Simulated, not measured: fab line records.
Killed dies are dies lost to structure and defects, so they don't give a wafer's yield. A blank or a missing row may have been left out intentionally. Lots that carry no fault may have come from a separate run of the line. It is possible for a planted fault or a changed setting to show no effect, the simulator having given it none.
Which of the tools did it? | flow ritCmos | 42 wafers from 14 lots sampled at 4 of the route's 202 steps

== WHAT THE GAUGES READ, wafer by wafer ==
RIT_FOX2_THK_MEAS_01.
lot  | measured    | on           | FOX2_OXIDE_THK (nm)
L166 | day 1 19:00 | filmMetro-03 | 352 353 354
L167 | day 1 23:26 | filmMetro-03 | 344 340 348
L169 | day 2 09:48 | filmMetro-04 | 342 342 343
L170 | day 2 15:16 | filmMetro-03 | 355 347 353
L171 | day 2 19:26 | filmMetro-02 | 345 347 347
L173 | day 3 07:34 | filmMetro-03 | 350 351 352
L174 | day 3 12:05 | filmMetro-04 | 351 352 352
L175 | day 3 16:17 | filmMetro-03 | 408 411 412
L176 | day 3 22:06 | filmMetro-03 | 335 341 337
L178 | day 4 08:58 | filmMetro-02 | 415 412 416
L181 | day 5 00:09 | filmMetro-03 | 352 347 352
L184 | day 5 15:06 | filmMetro-03 | 349 345 341
L187 | day 6 07:07 | filmMetro-04 | 340 338 343
L189 | day 6 14:27 | filmMetro-03 | 345 342 347

RIT_FOX2_THK_MEAS_90.
lot  | measured    | on           | FIELD_OXIDE_LEFT_1_THK (nm)
L166 | day 1 19:57 | filmMetro-03 | 325 326 326
L167 | day 2 00:19 | filmMetro-04 | 317 313 321
L169 | day 2 10:45 | filmMetro-02 | 315 314 316
L170 | day 2 16:08 | filmMetro-02 | 328 320 326
L171 | day 2 20:19 | filmMetro-04 | 318 319 320
L173 | day 3 08:27 | filmMetro-03 | 323 323 325
L174 | day 3 12:58 | filmMetro-02 | 324 324 325
L175 | day 3 17:10 | filmMetro-02 | 382 385 384
L176 | day 3 22:59 | filmMetro-02 | 308 314 310
L178 | day 4 09:55 | filmMetro-02 | 387 384 388
L181 | day 5 01:02 | filmMetro-02 | 324 319 324
L184 | day 5 15:59 | filmMetro-02 | 322 318 314
L187 | day 6 08:04 | filmMetro-02 | 312 311 315
L189 | day 6 16:05 | filmMetro-03 | 318 314 319

RIT_FOX2_THK_MEAS_91.
lot  | measured    | on           | FIELD_OXIDE_LEFT_2_THK (nm)
L166 | day 2 09:17 | filmMetro-04 | 256 257 258
L167 | day 2 12:49 | filmMetro-04 | 249 244 253
L169 | day 2 23:08 | filmMetro-02 | 245 245 247
L170 | day 3 04:31 | filmMetro-02 | 260 253 259
L171 | day 3 09:13 | filmMetro-04 | 251 252 252
L173 | day 3 21:01 | filmMetro-04 | 255 256 257
L174 | day 4 01:25 | filmMetro-03 | 256 256 256
L175 | day 4 05:34 | filmMetro-04 | 315 317 317
L176 | day 4 11:45 | filmMetro-04 | 240 246 242
L178 | day 5 00:11 | filmMetro-04 | 319 316 320
L181 | day 5 15:14 | filmMetro-02 | 256 251 257
L184 | day 6 07:56 | filmMetro-04 | 254 249 246
L187 | day 6 21:23 | filmMetro-04 | 244 242 247
L189 | day 7 04:32 | filmMetro-04 | 249 246 251

== WHICH TOOL RAN EACH LOT (tool, then ch and the chambers of the sampled wafers, then the start) ==
lot  | RIT_FOX2_OXIDATION_00
L166 | furnace-02 ch 0, day 1 17:40
L167 | furnace-03 ch 0, day 1 22:07
L169 | furnace-03 ch 0, day 2 08:29
L170 | furnace-02 ch 0, day 2 13:56
L171 | furnace-04 ch 0, day 2 18:07
L173 | furnace-04 ch 0, day 3 06:16
L174 | furnace-04 ch 0, day 3 10:45
L175 | furnace-04 ch 0, day 3 14:58
L176 | furnace-02 ch 0, day 3 20:46
L178 | furnace-04 ch 0, day 4 07:38
L181 | furnace-03 ch 0, day 4 22:50
L184 | furnace-03 ch 0, day 5 13:47
L187 | furnace-03 ch 0, day 6 05:49
L189 | furnace-03 ch 0, day 6 13:07
- RIT_FOX2_OXIDATION_00: target thk 350.7 nm, ox time 1130 s.

== WHAT THE TOOLS THEMSELVES READ (means of the sampled wafers that have a number; where no wafer has one, the mark that the record gives instead) ==
RIT_FOX2_OXIDATION_00.
lot  | tool       | spikeTcCentreC (C) | spikeTcLoadC (C) | spikeTcSourceC (C) | tubeCenterTempC (C) | tube_center_temp_C_max
L166 | furnace-02 | 1103.2             | 1129.8           | 1128.4             | 1100                | 1102.7
L167 | furnace-03 | 1101.8             | 1128.2           | 1128.2             | 1100                | 1102.5
L169 | furnace-03 | 1102.6             | 1127.8           | 1128.7             | 1100                | 1103.2
L170 | furnace-02 | 1102.8             | 1129.9           | 1129.0             | 1100                | 1102.9
L171 | furnace-04 | 1103.7             | 1128.2           | 1126.3             | 1100                | 1102.9
L173 | furnace-04 | 1103.8             | 1127.6           | 1127.4             | 1100                | 1102.7
L174 | furnace-04 | 1104.6             | 1127.4           | 1127.2             | 1100                | 1102.6
L175 | furnace-04 | 1139.5             | 1163.2           | 1162.3             | 1135                | 1137.7
L176 | furnace-02 | 1104.0             | 1131.1           | 1128.9             | 1100                | 1102.6
L178 | furnace-04 | 1139.0             | 1163.4           | 1163.4             | 1135                | 1138.3
L181 | furnace-03 | 1100.9             | 1127.3           | 1128.8             | 1100                | 1102.9
L184 | furnace-03 | 1100.5             | 1128.3           | 1128.0             | 1100                | 1102.3
L187 | furnace-03 | 1101.0             | 1128.5           | 1127.9             | 1100                | 1102.6
L189 | furnace-03 | 1101.1             | 1129.1           | 1128.1             | 1100                | 1103.0

== THE ANSWER, worked out from the rows above alone ==
Rule: the lots themselves supply what counts as usual. The widest of any qualifying gaps counts: lots, ordered by their means at a reading, are off when they make up no more than a third of the lots, leave a main group of 4 or more, and stand apart from it by 3 or more times the standard deviation of that group's means. A main group is skipped when, at the precision printed for the reading in the tables above, its means are all equal. A lot without any number at a reading at which 4 lots or more have one is off too. Any other lot the step has rows for is counted as sound. Order of review: gauges by route order, followed by the tools' own readings, for which a lot's mean as printed above is used. At the first step where some lot is off, the reading lying furthest off is the one used; lots without a number count as furthest.
Off: L175, L178, at RIT_FOX2_THK_MEAS_01 (FOX2_OXIDE_THK). Main group: mean 346 nm, sd 4.8.
A tool fits if, at a process step before that reading, it ran every lot that is off, and no sound lot after the first of them. The gauges at RIT_FOX2_THK_MEAS_01 aren't tried: what is off there is off at RIT_FOX2_THK_MEAS_91 too, on other tools, and a gauge's error can't cause that. One candidate fits, namely furnace-04 at RIT_FOX2_OXIDATION_00. A fault onset in the window from L174 (day 3 10:45, its last sound lot) to L175 (day 3 14:58, its first lot off) fits.
The tool's own readings at RIT_FOX2_OXIDATION_00 bear it out: on the lots that are off they differ by more than 5 times the standard deviation of the sound lots' means. spikeTcCentreC reads 1139.2 C there against 1102.5 C on the sound lots; spikeTcLoadC reads 1163.3 C there against 1128.6 C on the sound lots; spikeTcSourceC reads 1162.8 C there against 1128.1 C on the sound lots; tubeCenterTempC reads 1135 C there against 1100 C on the sound lots; tube_center_temp_C_max reads 1138.0 there against 1102.7 on the sound lots.

== WHAT WAS PUT IN BY THE SIMULATOR ==
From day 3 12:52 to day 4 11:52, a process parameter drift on furnace-04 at RIT_FOX2_OXIDATION_00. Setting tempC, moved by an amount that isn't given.
Struck lots among those shown: L175, L178. The rule above found the same.
